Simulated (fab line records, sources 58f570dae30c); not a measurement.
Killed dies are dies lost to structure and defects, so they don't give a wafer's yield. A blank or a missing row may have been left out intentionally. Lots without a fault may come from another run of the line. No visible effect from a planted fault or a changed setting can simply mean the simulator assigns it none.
fab line records	flow berkeleyCmos170
record lots=24	wafers=72	lastDay=12
route steps=331 shown ZERO@12 PWELL@37 ACTIVE@77 GATE@131 M3@330
lots that met no fault: from a run of the same line without faults
startH: hours from the record's opening day to when the first of the lot's shown wafers began	waitH: hours from the lot's prior step to this one	" unchanged from the row above	L1.1+2: a single row standing in for several wafers	- either no value or no given start	* or withheld: withheld	< > ~ a bound
route shown NAME@n: names a module that has steps shown in the file, with the first one's number in the route	usual: average and standard deviation across the fault-free wafers	same: alike in all rows	chamber/n: place in a boat	sites: per-site readings	_std_site: standard deviation of those values	_edge_site: mean of outer sites minus mean of inner sites	radiusMm: how far each site lies from the wafer's centre	mask NAME#n: copy n	behind: tool/chamber where the wafer was last shaped	hold: why the lot went on hold/how many hours it stayed there/how the hold came to an end	device: transistor that didn't switch, given as n, p or np	end of line: the route-end tests of the same wafers	a step without rows: its recipe alone	killed: dies that structure and defects cost at the first sort, which is not the same as the wafer's yield	map: per-die view of a wafer (x killed, . not killed, _ where there is no die)
set.NAME: the setting that was run; set.NAME@STEP: the one run at that earlier step	model.NAME: the simulator's own value behind a step, which no gauge read
steps of the route over a sample of lots; a table a step, a row a wafer
services: the hour from which a tool's chamber was out of use, counted from the record's first day as startH (under 0 if before that day), plus the number of hours and why
## steps
# step UCB170_ZERO_ETCH_06
# recipe chemistry=CHF3/CF4/Ar	target=SiO2	timeS=12	pressureMtorr=100	rfW=500	CHF3_flow_sccm=50	cf4FlowSccm=10	Ar_flow_sccm=120	overEtchFrac=1.58
# usual CHF3_flow_sccm=50.02/0.15	cf4FlowSccm=9.998/0.03	drypumpMotorCurrentA=5.8/0.45	oesProductAu=0.620/0.01	throttleValvePct=9.25/0.18
lot.wafer	tool	chamber	startH	waitH	CHF3_flow_sccm	cf4FlowSccm	drypumpMotorCurrentA	oesProductAu	rfHoursCounterH	throttleValvePct
L074.2	rieDiel-04	1	21.30	-	50.22	10.045	5.7	0.634	12	9.08
L074.4	"	2	"	"	50.07	9.993	5.8	0.623	47	9.34
L074.6	"	1	"	"	50.16	10.017	5.7	0.627	-	9.10
L075.1	rieDiel-01	0	27.05	-	50.08	10.021	6.5	0.625	30	9.49
L075.5	"	3	"	"	49.99	10.009	5.0	0.609	-	9.46
L075.6	"	2	"	"	50.04	9.996	5.9	0.632	-	9.16
L076.2	rieDiel-04	3	31.58	-	49.55	9.974	6.4	0.594	135	9.00
L076.3	"	1	"	"	49.85	10.001	5.6	0.636	13	9.10
L076.6	"	2	"	"	49.79	9.988	5.9	0.612	-	9.33
L077.4	rieDiel-01	2	38.53	-	50.14	10.027	6.0	0.625	11	9.16
L077.5	"	3	"	"	49.86	9.998	5.0	0.615	-	9.45
L077.6	"	0	"	"	50.35	9.980	6.4	0.618	-	9.49
L078.1	rieDiel-01	2	42.13	-	50.13	9.967	6.0	0.613	11	9.17
L078.3	"	0	"	"	50.05	9.997	6.4	0.617	31	9.49
L078.5	"	2	"	"	50.04	9.993	6.0	0.633	-	9.17
L079.2	rieDiel-04	2	43.91	-	50.05	10.013	5.8	0.630	48	9.34
L079.3	"	0	"	"	50.00	10.000	5.6	0.623	9	9.29
L079.4	"	3	"	"	49.96	10.019	6.4	0.608	135	9.02
L080.2	rieDiel-01	1	53.60	-	49.89	10.001	5.9	0.629	77	9.02
L080.5	"	0	"	"	49.93	9.953	6.4	0.615	-	9.48
L080.6	"	3	"	"	50.02	10.023	5.0	0.614	-	9.45
L082.1	rieDiel-01	3	59.55	-	49.93	9.963	5.0	0.609	69	9.46
L082.3	"	0	"	"	50.22	10.002	6.4	0.620	32	9.48
L082.4	"	1	"	"	49.88	9.972	5.9	0.634	77	9.02
L081.2	rieDiel-01	1	59.80	-	49.88	9.991	5.9	0.636	77	9.02
L081.4	"	0	"	"	49.76	9.984	6.4	0.621	32	9.47
L081.5	"	2	"	"	50.42	10.020	5.9	0.623	-	9.15
L083.2	rieDiel-03	0	65.88	-	49.72	9.954	6.0	0.606	130	9.38
L083.3	"	2	"	"	50.12	9.980	5.8	0.625	103	9.18
L083.4	"	1	"	"	49.85	9.971	5.4	0.607	9	9.19
L084.1	rieDiel-04	0	71.29	-	49.82	10.009	5.5	0.621	9	9.29
L084.2	"	2	"	"	50.07	9.986	5.8	0.623	49	9.34
L084.3	"	3	"	"	50.28	10.011	6.4	0.598	136	9.01
L085.3	rieDiel-03	0	74.29	-	50.10	9.963	6.1	0.604	130	9.38
L085.4	"	1	"	"	50.13	10.018	5.4	0.612	-	9.19
L085.5	"	0	"	"	50.10	10.012	6.1	0.610	-	9.36
L086.2	rieDiel-01	2	78.97	-	50.08	9.992	6.0	0.626	13	9.16
L086.3	"	3	"	"	50.14	9.991	5.0	0.614	69	9.45
L086.4	"	1	"	"	50.09	10.011	5.9	0.626	78	9.02
L087.2	rieDiel-01	2	85.19	-	50.20	10.054	5.9	0.637	13	9.16
L087.3	"	3	"	"	49.70	9.992	5.0	0.610	69	9.46
L087.6	"	0	"	"	50.22	10.013	6.5	0.619	-	9.47
L088.2	rieDiel-01	3	92.10	-	50.02	9.943	5.0	0.617	70	9.45
L088.4	"	1	"	"	50.09	10.013	5.9	0.628	79	9.01
L088.6	"	2	"	"	50.10	9.956	5.9	0.624	-	9.16
L089.3	rieDiel-04	1	99.11	-	50.05	10.042	5.7	0.630	16	9.09
L089.5	"	1	"	"	50.02	9.997	5.7	0.634	-	9.08
L089.6	"	0	"	"	49.85	10.026	5.6	0.606	-	9.28
L091.2	rieDiel-04	2	105.49	-	49.91	9.991	5.9	0.625	51	9.34
L091.3	"	3	"	"	49.96	9.986	6.4	0.601	137	9.02
L091.5	"	0	"	"	50.12	9.981	5.6	0.622	-	9.28
L090.1	rieDiel-01	0	105.86	-	50.07	10.047	6.4	0.619	33	9.49
L090.2	"	2	"	"	49.87	9.967	6.0	0.625	14	9.17
L090.6	"	1	"	"	49.90	10.020	5.9	0.636	-	9.00
L092.3	rieDiel-01	3	112.38	-	50.27	9.985	5.0	0.607	71	9.46
L092.4	"	0	"	"	50.00	10.004	6.4	0.622	34	9.48
L092.6	"	2	"	"	49.99	9.988	5.9	0.622	-	9.17
L093.2	rieDiel-01	0	118.53	-	50.07	9.987	6.4	0.617	34	9.49
L093.4	"	2	"	"	50.08	9.965	5.9	0.633	14	9.16
L093.6	"	2	"	"	50.00	9.998	6.0	0.625	-	9.16
L094.1	rieDiel-01	3	121.39	-	50.11	10.046	5.0	0.615	71	9.45
L094.2	"	2	"	"	50.01	10.049	5.9	0.630	15	9.16
L094.5	"	2	"	"	50.18	10.027	6.0	0.632	-	9.16
L095.2	rieDiel-03	2	121.84	-	49.75	10.007	5.7	0.618	105	9.18
L095.5	"	2	"	"	49.86	10.036	5.8	0.619	-	9.17
L095.6	"	3	"	"	49.81	9.974	5.4	0.619	-	9.51
L096.2	rieDiel-01	2	128.13	-	49.80	10.000	5.9	0.626	15	9.15
L096.3	"	3	"	"	50.09	10.009	5.0	0.610	72	9.48
L096.5	"	3	"	"	50.13	10.023	5.0	0.614	-	9.43
L097.1	rieDiel-01	3	133.75	-	50.17	10.025	5.0	0.607	72	9.47
L097.2	"	2	"	"	50.11	10.039	5.9	0.627	15	9.17
L097.6	"	2	"	"	50.25	10.021	5.9	0.628	-	9.16
# step UCB170_PWELL_THK_MEAS_03
# recipe reads=SiO2_of_PWELL_OXIDATION_02
# usual PWELL_OXIDE_THK=26.6/0.58
lot.wafer	tool	chamber	startH	waitH	PWELL_OXIDE_THK[nm]
L074.2	filmMetro-03	-	48.93	0.0	25.9
L074.4	"	-	"	"	25.9
L074.6	"	-	"	"	25.9
L075.1	filmMetro-02	-	57.17	0.0	26.3
L075.5	"	-	"	"	26.7
L075.6	"	-	"	"	26.6
L076.2	filmMetro-04	-	57.18	0.0	27.7
L076.3	"	-	"	"	27.4
L076.6	"	-	"	"	27.3
L077.4	filmMetro-03	-	63.38	0.0	25.6
L077.5	"	-	"	"	25.4
L077.6	"	-	"	"	25.6
L078.1	filmMetro-04	-	67.39	0.0	26.4
L078.3	"	-	"	"	26.7
L078.5	"	-	"	"	26.6
L079.2	filmMetro-03	-	67.40	0.0	25.9
L079.3	"	-	"	"	25.9
L079.4	"	-	"	"	26.2
L080.2	filmMetro-04	-	79.83	0.0	26.7
L080.5	"	-	"	"	27.4
L080.6	"	-	"	"	27.2
L082.1	filmMetro-02	-	86.16	0.0	27.1
L082.3	"	-	"	"	27.1
L082.4	"	-	"	"	26.9
L081.2	filmMetro-03	-	86.17	0.0	26.5
L081.4	"	-	"	"	26.7
L081.5	"	-	"	"	26.5
L083.2	filmMetro-04	-	86.17	0.0	27.1
L083.3	"	-	"	"	27.2
L083.4	"	-	"	"	26.8
L084.1	filmMetro-04	-	98.10	0.0	26.9
L084.2	"	-	"	"	27.1
L084.3	"	-	"	"	26.9
L085.3	filmMetro-03	-	98.12	0.0	25.3
L085.4	"	-	"	"	26.0
L085.5	"	-	"	"	25.2
L086.2	filmMetro-04	-	104.93	0.0	26.8
L086.3	"	-	"	"	26.9
L086.4	"	-	"	"	27.1
L087.2	filmMetro-02	-	120.98	0.0	26.5
L087.3	"	-	"	"	25.7
L087.6	"	-	"	"	26.1
L088.2	filmMetro-03	-	120.98	0.0	26.9
L088.4	"	-	"	"	26.3
L088.6	"	-	"	"	27.3
L089.3	filmMetro-02	-	125.67	0.0	27.4
L089.5	"	-	"	"	27.5
L089.6	"	-	"	"	27.1
L091.2	filmMetro-02	-	125.72	0.1	26.6
L091.3	"	-	"	"	26.7
L091.5	"	-	"	"	27.2
L090.1	filmMetro-02	-	125.77	0.1	25.9
L090.2	"	-	"	"	25.7
L090.6	"	-	"	"	25.7
L093.2	filmMetro-02	-	137.75	0.0	26.3
L093.4	"	-	"	"	26.4
L093.6	"	-	"	"	26.4
L092.3	filmMetro-03	-	137.76	0.0	25.8
L092.4	"	-	"	"	25.7
L092.6	"	-	"	"	25.9
L094.1	filmMetro-03	-	140.13	0.3	26.5
L094.2	"	-	"	"	26.3
L094.5	"	-	"	"	26.6
L095.2	filmMetro-02	-	140.16	0.3	26.7
L095.5	"	-	"	"	26.1
L095.6	"	-	"	"	26.4
L096.2	filmMetro-03	-	146.71	0.0	27.0
L096.3	"	-	"	"	26.9
L096.5	"	-	"	"	27.0
L097.1	filmMetro-02	-	153.73	0.0	27.2
L097.2	"	-	"	"	27.4
L097.6	"	-	"	"	27.2
# step UCB170_PWELL_OVL_MEAS_13
# usual PWELL_OVL=-1/5.5
lot.wafer	tool	chamber	startH	waitH	PWELL_OVL[nm]
L074.2	overlay-02	-	58.77	-	4
L074.4	"	-	"	"	-1
L074.6	"	-	"	"	7
L076.2	overlay-01	-	66.22	-	-12
L076.3	"	-	"	"	-1
L076.6	"	-	"	"	-11
L075.1	overlay-02	-	66.32	-	7
L075.5	"	-	"	"	-1
L075.6	"	-	"	"	6
L077.4	overlay-02	-	71.34	-	0
L077.5	"	-	"	"	1
L077.6	"	-	"	"	3
L078.1	overlay-02	-	77.42	-	2
L078.3	"	-	"	"	6
L078.5	"	-	"	"	-3
L079.2	overlay-02	-	77.67	-	-1
L079.3	"	-	"	"	0
L079.4	"	-	"	"	-3
L080.2	overlay-02	-	89.18	-	0
L080.5	"	-	"	"	-4
L080.6	"	-	"	"	-4
L082.1	overlay-02	-	95.71	-	3
L082.3	"	-	"	"	7
L082.4	"	-	"	"	9
L081.2	overlay-01	-	95.76	-	-1
L081.4	"	-	"	"	-8
L081.5	"	-	"	"	-2
L083.2	overlay-01	-	95.99	-	7
L083.3	"	-	"	"	1
L083.4	"	-	"	"	2
L084.1	overlay-01	-	107.77	-	8
L084.2	"	-	"	"	12
L084.3	"	-	"	"	8
L085.3	overlay-02	-	107.80	-	-9
L085.4	"	-	"	"	-5
L085.5	"	-	"	"	-7
L086.2	overlay-01	-	114.30	-	-1
L086.3	"	-	"	"	-3
L086.4	"	-	"	"	9
L088.2	overlay-01	-	128.97	-	-6
L088.4	"	-	"	"	-10
L088.6	"	-	"	"	-8
L087.2	overlay-01	-	129.24	-	-3
L087.3	"	-	"	"	4
L087.6	"	-	"	"	-2
L089.3	overlay-01	-	131.28	-	-5
L089.5	"	-	"	"	-1
L089.6	"	-	"	"	-13
L091.2	overlay-02	-	131.39	-	-6
L091.3	"	-	"	"	-4
L091.5	"	-	"	"	1
L090.1	overlay-01	-	131.50	-	-6
L090.2	"	-	"	"	3
L090.6	"	-	"	"	5
L092.3	overlay-01	-	145.53	-	-2
L092.4	"	-	"	"	-5
L092.6	"	-	"	"	-11
L093.2	overlay-01	-	145.80	-	8
L093.4	"	-	"	"	-2
L093.6	"	-	"	"	-2
L095.2	overlay-01	-	147.81	-	-9
L095.5	"	-	"	"	-1
L095.6	"	-	"	"	0
L094.1	overlay-02	-	147.85	-	0
L094.2	"	-	"	"	0
L094.5	"	-	"	"	-2
L096.2	overlay-02	-	153.61	-	-6
L096.3	"	-	"	"	3
L096.5	"	-	"	"	-5
L097.1	overlay-02	-	160.14	-	4
L097.2	"	-	"	"	11
L097.6	"	-	"	"	6
# step UCB170_ACTIVE_CD_MEAS_90
# recipe targetCdNm=1200
# usual cdNm=1200.1/1.5
lot.wafer	tool	chamber	startH	waitH	cdNm
L074.2	cdSem-02	-	86.65	0.1	1202.6
L074.4	"	-	"	"	1203.7
L074.6	"	-	"	"	1203.3
L075.1	cdSem-02	-	97.28	0.1	1202.1
L075.5	"	-	"	"	1202.4
L075.6	"	-	"	"	1200.9
L076.2	cdSem-01	-	97.53	0.1	1200.6
L076.3	"	-	"	"	1199.7
L076.6	"	-	"	"	1201.1
L077.4	cdSem-01	-	107.48	0.1	1201.5
L077.5	"	-	"	"	1201.2
L077.6	"	-	"	"	1201.3
L078.1	cdSem-02	-	119.05	0.1	1199.8
L078.3	"	-	"	"	1200.8
L078.5	"	-	"	"	1200.2
L079.2	cdSem-01	-	119.21	0.1	1198.8
L079.3	"	-	"	"	1198.8
L079.4	"	-	"	"	1198.9
L082.1	cdSem-01	-	124.07	0.1	1196.9
L082.3	"	-	"	"	1198.9
L082.4	"	-	"	"	1199.8
L083.2	cdSem-01	-	124.39	0.1	1198.3
L083.3	"	-	"	"	1199.5
L083.4	"	-	"	"	1200.6
L080.2	cdSem-02	-	124.82	0.1	1202.1
L080.5	"	-	"	"	1201.6
L080.6	"	-	"	"	1201.6
L081.2	cdSem-01	-	125.24	0.1	1201.0
L081.4	"	-	"	"	1201.0
L081.5	"	-	"	"	1202.4
L084.1	cdSem-02	-	137.37	0.1	1199.3
L084.2	"	-	"	"	1200.8
L084.3	"	-	"	"	1200.8
L086.2	cdSem-01	-	137.63	0.1	1200.6
L086.3	"	-	"	"	1201.0
L086.4	"	-	"	"	1200.3
L085.3	cdSem-02	-	137.69	0.1	1200.6
L085.4	"	-	"	"	1200.6
L085.5	"	-	"	"	1201.0
L088.2	cdSem-02	-	154.43	0.1	1201.5
L088.4	"	-	"	"	1199.0
L088.6	"	-	"	"	1199.4
L090.1	cdSem-01	-	154.69	0.1	1197.7
L090.2	"	-	"	"	1197.4
L090.6	"	-	"	"	1198.1
L091.2	cdSem-01	-	154.98	0.1	1199.6
L091.3	"	-	"	"	1200.9
L091.5	"	-	"	"	1200.6
L087.2	cdSem-02	-	155.30	0.1	1201.0
L087.3	"	-	"	"	1201.0
L087.6	"	-	"	"	1201.5
L089.3	cdSem-01	-	155.55	0.1	1197.5
L089.5	"	-	"	"	1198.4
L089.6	"	-	"	"	1196.9
L092.3	cdSem-02	-	168.23	0.1	1199.0
L092.4	"	-	"	"	1199.8
L092.6	"	-	"	"	1199.6
L093.2	cdSem-02	-	173.64	0.1	1199.6
L093.4	"	-	"	"	1200.2
L093.6	"	-	"	"	1199.4
L094.1	cdSem-02	-	173.83	0.1	1199.5
L094.2	"	-	"	"	1198.5
L094.5	"	-	"	"	1198.8
L095.2	cdSem-01	-	173.93	0.1	1198.9
L095.5	"	-	"	"	1198.7
L095.6	"	-	"	"	1197.8
L096.2	cdSem-01	-	183.18	0.1	1198.6
L096.3	"	-	"	"	1199.4
L096.5	"	-	"	"	1201.4
L097.1	cdSem-02	-	187.92	0.1	1200.6
L097.2	"	-	"	"	1201.3
L097.6	"	-	"	"	1199.6
# step UCB170_GATE_THK_MEAS_05
# recipe reads=poly-Si_of_GATE_CVD_04
# usual GATE_POLY_THK=214.2/1.7
lot.wafer	tool	chamber	startH	waitH	GATE_POLY_THK[nm]
L075.1	filmMetro-02	-	138.59	0.0	216.4
L075.5	"	-	"	"	218.7
L075.6	"	-	"	"	215.7
L074.2	filmMetro-01	-	138.63	0.1	213.1
L074.4	"	-	"	"	214.1
L074.6	"	-	"	"	214.6
L076.2	filmMetro-02	-	146.76	0.0	214.7
L076.3	"	-	"	"	215.9
L076.6	"	-	"	"	214.7
L077.4	filmMetro-01	-	146.78	0.0	215.7
L077.5	"	-	"	"	215.7
L077.6	"	-	"	"	214.7
L078.1	filmMetro-02	-	156.52	0.0	214.4
L078.3	"	-	"	"	215.1
L078.5	"	-	"	"	214.8
L079.2	filmMetro-01	-	156.53	0.0	215.1
L079.3	"	-	"	"	213.8
L079.4	"	-	"	"	215.3
L082.1	filmMetro-02	-	161.99	0.0	215.6
L082.3	"	-	"	"	214.0
L082.4	"	-	"	"	214.0
L080.2	filmMetro-01	-	162.00	0.0	212.8
L080.5	"	-	"	"	212.5
L080.6	"	-	"	"	214.1
L081.2	filmMetro-01	-	162.06	0.1	212.4
L081.4	"	-	"	"	213.6
L081.5	"	-	"	"	214.0
L083.2	filmMetro-02	-	162.06	0.1	211.7
L083.3	"	-	"	"	211.9
L083.4	"	-	"	"	211.8
L084.1	filmMetro-01	-	175.82	0.0	213.3
L084.2	"	-	"	"	211.8
L084.3	"	-	"	"	212.3
L085.3	filmMetro-04	-	175.84	0.0	213.7
L085.4	"	-	"	"	213.3
L085.5	"	-	"	"	212.5
L086.2	filmMetro-04	-	175.89	0.1	214.9
L086.3	"	-	"	"	213.9
L086.4	"	-	"	"	212.8
L088.2	filmMetro-01	-	198.61	0.0	210.0
L088.4	"	-	"	"	209.7
L088.6	"	-	"	"	210.3
L087.2	filmMetro-02	-	198.65	0.0	216.2
L087.3	"	-	"	"	214.2
L087.6	"	-	"	"	213.6
L091.2	filmMetro-04	-	198.65	0.0	212.5
L091.3	"	-	"	"	214.8
L091.5	"	-	"	"	213.7
L090.1	filmMetro-01	-	198.66	0.1	213.8
L090.2	"	-	"	"	213.0
L090.6	"	-	"	"	216.4
L089.3	filmMetro-02	-	198.72	0.1	213.4
L089.5	"	-	"	"	215.1
L089.6	"	-	"	"	214.8
L094.1	filmMetro-01	-	219.25	0.0	218.8
L094.2	"	-	"	"	218.6
L094.5	"	-	"	"	216.2
L092.3	filmMetro-04	-	219.26	0.0	212.5
L092.4	"	-	"	"	212.2
L092.6	"	-	"	"	212.6
L095.2	filmMetro-04	-	219.31	0.1	215.2
L095.5	"	-	"	"	214.7
L095.6	"	-	"	"	215.3
L093.2	filmMetro-01	-	219.32	0.1	214.6
L093.4	"	-	"	"	212.8
L093.6	"	-	"	"	212.6
L096.2	filmMetro-04	-	230.24	0.0	216.6
L096.3	"	-	"	"	214.3
L096.5	"	-	"	"	216.3
L097.1	filmMetro-01	-	237.02	0.0	213.3
L097.2	"	-	"	"	214.3
L097.6	"	-	"	"	214.7
# step UCB170_M3_BOW_MEAS_20
# recipe mode=bow
# usual M3_BOW=37/7.2
lot.wafer	tool	chamber	startH	waitH	M3_BOW[um]
L075.1	filmMetro-03	-	182.65	0.1	43
L075.5	"	-	"	"	38
L075.6	"	-	"	"	46
L074.2	filmMetro-01	-	183.28	0.1	49
L074.4	"	-	"	"	35
L074.6	"	-	"	"	37
L077.4	filmMetro-02	-	191.76	0.1	37
L077.5	"	-	"	"	34
L077.6	"	-	"	"	36
L076.2	filmMetro-03	-	192.26	0.1	27
L076.3	"	-	"	"	38
L076.6	"	-	"	"	31
L078.1	filmMetro-03	-	198.76	0.1	36
L078.3	"	-	"	"	31
L078.5	"	-	"	"	36
L079.2	filmMetro-01	-	199.11	0.1	39
L079.3	"	-	"	"	28
L079.4	"	-	"	"	41
L083.2	filmMetro-01	-	207.75	0.1	37
L083.3	"	-	"	"	42
L083.4	"	-	"	"	37
L082.1	filmMetro-01	-	209.42	0.1	50
L082.3	"	-	"	"	32
L082.4	"	-	"	"	45
L080.2	filmMetro-02	-	209.53	0.1	46
L080.5	"	-	"	"	27
L080.6	"	-	"	"	38
L081.2	filmMetro-02	-	210.14	0.1	31
L081.4	"	-	"	"	32
L081.5	"	-	"	"	48
L086.2	filmMetro-03	-	218.58	0.1	36
L086.3	"	-	"	"	35
L086.4	"	-	"	"	39
L085.3	filmMetro-02	-	219.25	0.1	32
L085.4	"	-	"	"	31
L085.5	"	-	"	"	29
L084.1	filmMetro-03	-	219.64	0.1	37
L084.2	"	-	"	"	39
L084.3	"	-	"	"	34
L088.2	filmMetro-02	-	245.13	0.1	43
L088.4	"	-	"	"	28
L088.6	"	-	"	"	47
L089.3	filmMetro-03	-	245.59	0.1	37
L089.5	"	-	"	"	43
L089.6	"	-	"	"	47
L087.2	filmMetro-01	-	248.08	0.1	38
L087.3	"	-	"	"	30
L087.6	"	-	"	"	21
L090.1	filmMetro-03	-	248.18	0.1	33
L090.2	"	-	"	"	39
L090.6	"	-	"	"	30
L091.2	filmMetro-02	-	248.31	0.1	39
L091.3	"	-	"	"	40
L091.5	"	-	"	"	33
L093.2	filmMetro-02	-	264.93	0.1	29
L093.4	"	-	"	"	31
L093.6	"	-	"	"	24
L094.1	filmMetro-03	-	265.16	0.1	46
L094.2	"	-	"	"	41
L094.5	"	-	"	"	37
L095.2	filmMetro-01	-	265.94	0.1	39
L095.5	"	-	"	"	39
L095.6	"	-	"	"	39
L092.3	filmMetro-03	-	266.20	0.1	36
L092.4	"	-	"	"	36
L092.6	"	-	"	"	48
L096.2	filmMetro-03	-	271.62	0.1	53
L096.3	"	-	"	"	25
L096.5	"	-	"	"	48
L097.1	filmMetro-03	-	279.19	0.1	36
L097.2	"	-	"	"	44
L097.6	"	-	"	"	33
## services
tool	chamber	startH	hours	kind
rieDiel-04	-	25.58	2.6	repair
rieDiel-04	-	49.31	14.6	pm
rieDiel-03	3	66.19	9.5	repair
## key
fault none
